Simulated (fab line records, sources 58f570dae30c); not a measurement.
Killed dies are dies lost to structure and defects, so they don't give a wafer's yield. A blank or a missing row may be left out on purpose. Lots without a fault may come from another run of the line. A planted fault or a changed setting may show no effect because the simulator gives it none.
Split-lot experiment | flow berkeley_cmos170 | 5 lots, 23 wafers read, on a route of 331 steps

THE SPLIT
At UCB170_M1_COAT_04 (resist thk 900 nm), the setting resist_thk_nm was moved away from the recipe's 900 nm on 8 of the 23 wafers read, by -5.3% to +4.1%. The other wafers ran this setting at the recipe's value.

FROM THE SPLIT TO THE READING: what the file shows between them, 3 steps
- UCB170_M1_SOFTBAKE_05: time 60 s
- UCB170_M1_EXPOSE_06: exposes mask METAL1, target cd 700 nm
- UCB170_M1_ETCH_11: etches BARC in N2/H2

THE READING
KrF_of_M1_COAT_04.thk_nm (the simulator's own value, which no gauge read), in nm, at UCB170_M1_METAL_ETCH_12 (etches Al in Cl2/BCl3, stops on PSG, target depth 780 nm, time 130 s). The file gives no usual value for it. The 15 wafers here that ran the recipe average 441.5 nm, standard deviation 7.5 nm.

wafer  | tool, chamber at the split | resist_thk_nm as run, nm | against the recipe | KrF_of_M1_COAT_04.thk_nm, nm | against lot-mates on the recipe
L076.1 | litho_track-04, 0          | 900                      | recipe             | 441.1                        | -
L076.2 | litho_track-04, 0          | 900                      | recipe             | 437.2                        | -
L076.6 | litho_track-04, 0          | 900                      | recipe             | 443.9                        | -
L075.1 | litho_track-01, 0          | 900                      | recipe             | 440.4                        | -
L075.2 | litho_track-01, 0          | 900                      | recipe             | 427.4                        | -
L075.3 | litho_track-01, 0          | 900                      | recipe             | 441.6                        | -
L075.4 | litho_track-01, 0          | 852.6                    | -5.3%              | 383.3                        | -53.2
L075.5 | litho_track-01, 0          | 852.6                    | -5.3%              | 383.8                        | -52.7
L077.1 | litho_track-02, 0          | 860.2                    | -4.4%              | 391.4                        | -48.7
L077.2 | litho_track-02, 0          | 860.2                    | -4.4%              | 411.4                        | -28.7
L077.3 | litho_track-02, 0          | 900                      | recipe             | 450.3                        | -
L077.4 | litho_track-02, 0          | 900                      | recipe             | 429.8                        | -
L077.5 | litho_track-02, 0          | 860.2                    | -4.4%              | 413.7                        | -26.4
L080.1 | litho_track-01, 0          | 937                      | +4.1%              | 471.6                        | +28.8
L080.2 | litho_track-01, 0          | 937                      | +4.1%              | 482.4                        | +39.5
L080.3 | litho_track-01, 0          | 900                      | recipe             | 435.8                        | -
L080.5 | litho_track-01, 0          | 900                      | recipe             | 449.9                        | -
L080.6 | litho_track-01, 0          | 937                      | +4.1%              | 468.9                        | +26.0
L082.1 | litho_track-04, 0          | 900                      | recipe             | 447.5                        | -
L082.3 | litho_track-04, 0          | 900                      | recipe             | 449.8                        | -
L082.4 | litho_track-04, 0          | 900                      | recipe             | 434.4                        | -
L082.5 | litho_track-04, 0          | 900                      | recipe             | 439.6                        | -
L082.6 | litho_track-04, 0          | 900                      | recipe             | 453.9                        | -

THE FIT
A straight line over all 23 wafers: KrF_of_M1_COAT_04.thk_nm changes by +8.99 nm for each +1% of resist_thk_nm; r = +0.94; the points scatter about the line by 8.6 nm.
The same after taking each lot's own level away (the mean of its wafers on the recipe; 23 wafers): +8.46 nm for each +1%; r = +0.95; scatter 7.8 nm.
On that fit, the largest move of resist_thk_nm shifts the reading by 45 nm.
The lots' own levels span 436.47 to 445.04 nm, that is 1.1 times the standard deviation above.
So the lot-to-lot level changes the slope little: the two slopes agree.
Check: with one of the wafers moved furthest among these (-5.3%) left out of the fit, the line predicts -43.6 nm for it against its lot-mates. It came out at -53.2 nm against them.

OTHER SPLITS ON THESE WAFERS
These wafers also went through other splits before the reading. Each is held against what the fit with the lots' levels taken away leaves over:
other split on the same wafers       | wafers away from the commonest value | r with KrF_of_M1_COAT_04.thk_nm (lot level and that fit taken away)
UCB170_NSD_COAT_01 spin_rpm          | 8                                    | +0.18
UCB170_SILICIDE_SPUTTER_01 time_s    | 8                                    | -0.23
UCB170_CONTACT_COAT_04 resist_thk_nm | 9                                    | +0.42
UCB170_CONTACT_EXPOSE_12 dose_mj     | 7                                    | +0.31

THE WHOLE CHAIN: every reading that the file lists as answering this split, in the file's order
step                    | what it does                                                         | reading                                                                   | change (the file's fit)              | r (the file's)
UCB170_M1_COAT_04       | resist thk 900 nm                                                    | KrF_of_M1_COAT_04.thk_nm (the simulator's own value, which no gauge read) | +8.61 nm for each +1% of the setting | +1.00
UCB170_M1_METAL_ETCH_12 | etches Al in Cl2/BCl3, stops on PSG, target depth 780 nm, time 130 s | KrF_of_M1_COAT_04.thk_nm (the simulator's own value, which no gauge read) | +8.73 nm for each +1% of the setting | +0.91

THE FILE'S OWN FIT
KrF_of_M1_COAT_04.thk_nm changes by +8.73 nm for each +1% of resist_thk_nm, r = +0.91.
